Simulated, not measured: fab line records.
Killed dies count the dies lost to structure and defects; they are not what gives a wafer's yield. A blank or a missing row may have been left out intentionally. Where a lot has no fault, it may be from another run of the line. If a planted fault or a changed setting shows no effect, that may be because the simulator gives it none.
Tool commonality check + flow rit_cmos + Sampled: 14 lots, 42 wafers

## THE REASON FOR OPENING IT
Of 14 lots, 2 have the reading FOX2_OXIDE_THK flagged at RIT_FOX2_THK_MEAS_01. No-fault wafers: 349 nm, standard deviation 6.1.
Rule: a lot gets a flag if all its wafers with a number sit over 4 standard deviations from that mean, or if no wafer of it has a number. As for the other lots, they are considered sound.

| lot  | measured    | on            | FOX2_OXIDE_THK (nm), wafer by wafer | flag    |
|------|-------------|---------------|-------------------------------------|---------|
| L673 | day 1 19:52 | film_metro-01 | 357 357 356                         |         |
| L674 | day 2 00:33 | film_metro-02 | 355 350 350                         |         |
| L675 | day 2 05:13 | film_metro-02 | 353 347 354                         |         |
| L676 | day 2 10:01 | film_metro-01 | 359 355 360                         |         |
| L678 | day 2 20:42 | film_metro-02 | 342 350 350                         |         |
| L680 | day 3 05:28 | film_metro-02 | 345 357 352                         |         |
| L681 | day 3 10:23 | film_metro-01 | 350 347 348                         |         |
| L686 | day 4 11:29 | film_metro-01 | 345 350 341                         |         |
| L687 | day 4 16:29 | film_metro-01 | 213 218 213                         | FLAGGED |
| L688 | day 4 22:19 | film_metro-03 | 216 213 216                         | FLAGGED |
| L693 | day 5 23:10 | film_metro-01 | 357 357 358                         |         |
| L694 | day 6 03:19 | film_metro-01 | 344 342 346                         |         |
| L695 | day 6 08:26 | film_metro-01 | 346 345 345                         |         |
| L696 | day 6 13:19 | film_metro-01 | 350 347 348                         |         |
On average the flagged lots' numbers are 215 nm, which is -134 nm against the usual, or -22 standard deviations.

## WHICH TOOL EACH LOT WENT THROUGH
The record keeps 1 process step preceding the reading, out of 202 steps on the route. Read each cell as the tool, then ch plus the chambers that the sampled wafers visited, then the start.
| lot  | flag    | RIT_FOX2_OXIDATION_00        |
|------|---------|------------------------------|
| L673 |         | furnace-02 ch 0, day 1 18:32 |
| L674 |         | furnace-03 ch 0, day 1 23:13 |
| L675 |         | furnace-03 ch 0, day 2 03:55 |
| L676 |         | furnace-02 ch 0, day 2 08:41 |
| L678 |         | furnace-04 ch 0, day 2 19:23 |
| L680 |         | furnace-04 ch 0, day 3 04:09 |
| L681 |         | furnace-02 ch 0, day 3 09:03 |
| L686 |         | furnace-02 ch 0, day 4 10:10 |
| L687 | FLAGGED | furnace-02 ch 0, day 4 15:09 |
| L688 | FLAGGED | furnace-02 ch 0, day 4 20:59 |
| L693 |         | furnace-03 ch 0, day 5 21:50 |
| L694 |         | furnace-03 ch 0, day 6 02:00 |
| L695 |         | furnace-03 ch 0, day 6 07:07 |
| L696 |         | furnace-03 ch 0, day 6 12:00 |
What is done by these steps:
- RIT_FOX2_OXIDATION_00: target thk 350.7 nm, ox time 1130 s.
- RIT_FOX2_THK_MEAS_01

## FLAGGED OVER TOTAL, TOOL BY TOOL (the gauges that took the reading come last)
| step                  | tool          | lots run | flagged | share of the flagged lots | sound lots run after its first flagged lot |
|-----------------------|---------------|----------|---------|---------------------------|--------------------------------------------|
| RIT_FOX2_OXIDATION_00 | furnace-02    | 6        | 2       | all                       | 0                                          |
| RIT_FOX2_OXIDATION_00 | furnace-03    | 6        | 0       | none                      | -                                          |
| RIT_FOX2_OXIDATION_00 | furnace-04    | 2        | 0       | none                      | -                                          |
| RIT_FOX2_THK_MEAS_01  | film_metro-01 | 9        | 1       | some                      | 4 (L693,L694,L695,L696)                    |
| RIT_FOX2_THK_MEAS_01  | film_metro-02 | 4        | 0       | none                      | -                                          |
| RIT_FOX2_THK_MEAS_01  | film_metro-03 | 1        | 1       | some                      | 0                                          |

## THE TABLE: WHAT IT ALLOWS
Rows of the table that ran each flagged lot: 1, that is furnace-02 at RIT_FOX2_OXIDATION_00.
- furnace-02 at RIT_FOX2_OXIDATION_00 ran 6 lots, 2 of them flagged. It ran its last sound lot, L686, at day 4 10:10 and its first flagged lot, L687, at day 4 15:09: a fault with its onset between the two fits.
One tool is left: furnace-02 at RIT_FOX2_OXIDATION_00.

## WHAT HAD BEEN PUT IN BY THE SIMULATOR
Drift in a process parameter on furnace-02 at RIT_FOX2_OXIDATION_00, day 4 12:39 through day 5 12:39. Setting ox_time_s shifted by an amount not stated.
Struck lots among those shown: L687, L688. The rule above reached the same finding.
